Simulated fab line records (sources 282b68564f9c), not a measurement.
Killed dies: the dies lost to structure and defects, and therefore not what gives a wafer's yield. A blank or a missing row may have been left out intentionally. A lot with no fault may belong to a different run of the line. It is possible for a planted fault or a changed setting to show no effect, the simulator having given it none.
Comparing a struck lot with a sound one    flow ritCmos    17 out of 202 route steps
Sound: the wafers L169.4, L169.5, L169.6. Wafers L183.1, L183.3, L183.5 were the ones struck. The cause is given at the end.
Order at every step that has rows: each side's tool, ch and its chambers, its first start. Under that, the readings that differ: sound wafers    struck wafers    difference of the means    sigmas: that difference in standard deviations of wafers without a fault.
alike: words and numbers the same on both sides, and readings whose means are apart by under 2 such deviations; not compared: readings that were withheld, readings missing a value for some wafer, numbers with overlapping values and no deviation given by the record, and bounds like >300 which may hide the same value.
The two part at a step that has a row with sigmas, a row that says differs or no value, or rows on one side only. When numbers do not overlap yet have no deviation, they are printed without sigmas and do not part them. A reading missing from all wafers of one side parts the sides only when that side holds two or more wafers.

first, 2 steps without rows for these wafers: RIT_NRETRO_HARDBAKE_07 (time 120 s); RIT_NRETRO_IMPLANT_08.
RIT_NRETRO_STRIP_09: strips in O2, time 180 s.
  sound on plasmaAsher-02 ch 0,1, day 2 20:33; struck on plasmaAsher-03 ch 0, day 5 22:57
reading                   sound           struck          difference  sigmas
drypumpMotorCurrentA (A)  5.33 5.31 5.32  5.86 5.89 5.91  +0.57       +2
  alike: o2FlowSccm
  not compared: rfHoursCounterH
RIT_NRETRO_TW_MEAS_10:
  sound on filmMetro-03 at day 2 20:42; struck on filmMetro-02 at day 5 23:08
  alike: NRETRO_TW
then, 6 steps without rows for these wafers: RIT_PRETRO_HMDS_00 (prime time 60 s); RIT_PRETRO_COAT_01 (resist thk 1300 nm); RIT_PRETRO_SOFTBAKE_02 (time 60 s); RIT_PRETRO_EXPOSE_03 (exposes mask M5, target cd 43700 nm); RIT_PRETRO_PEB_04; RIT_PRETRO_DEVELOP_05 (develop time 65.41 s).
RIT_PRETRO_OVL_MEAS_06:
  sound on overlay-01 at day 2 21:45; struck on overlay-02 at day 6 00:11
  alike: PRETRO_OVL
then, 1 step without rows for these wafers: RIT_PRETRO_HARDBAKE_07 (time 120 s).
RIT_PRETRO_IMPLANT_08:
  sound on implanter-02 ch 0, day 2 22:16; struck on implanter-02 ch 0, day 6 00:29
reading           sound                             struck                         difference  sigmas
doseIonsCm2       1.2014e+13 1.2007e+13 1.2003e+13  8.032e+12 8.028e+12 8.028e+12  -3.979e+12  -99 or more
faradayCurrentUA  38.2 38.2 38.0                    25.1 24.8 25.9                 -12.9       -18
RIT_PRETRO_STRIP_09: strips in O2, time 180 s.
  sound on plasmaAsher-03 ch 0,1, day 2 22:28; struck on plasmaAsher-01 ch 0, day 6 00:38
  alike: drypumpMotorCurrentA, o2FlowSccm
  not compared: rfHoursCounterH
RIT_PRETRO_TW_MEAS_10:
  sound on filmMetro-03 at day 2 22:37; struck on filmMetro-02 at day 6 00:48
reading    sound        struck       difference  sigmas
PRETRO_TW  481 480 481  422 421 421  -59         -14
then, 1 step without rows for these wafers: RIT_GATE_WET_ETCH_00 (etches SiO2 in BOE, target depth 56 nm, time 60 s).
RIT_M1_PROBE_99:
  sound on prober-02 at day 4 02:28; struck on prober-02 at day 7 07:13
reading             sound  struck  difference  sigmas
killed_at_M0_to_M3  0 0 0  0 0 1   +0          +3
  alike: killedAtContacts, killedAtFrontEnd, killedDies, killedOpen, killedShort

WHERE THEY PART
First at RIT_NRETRO_STRIP_09; last, within this record, at RIT_M1_PROBE_99.

WHY: what the simulator had put in
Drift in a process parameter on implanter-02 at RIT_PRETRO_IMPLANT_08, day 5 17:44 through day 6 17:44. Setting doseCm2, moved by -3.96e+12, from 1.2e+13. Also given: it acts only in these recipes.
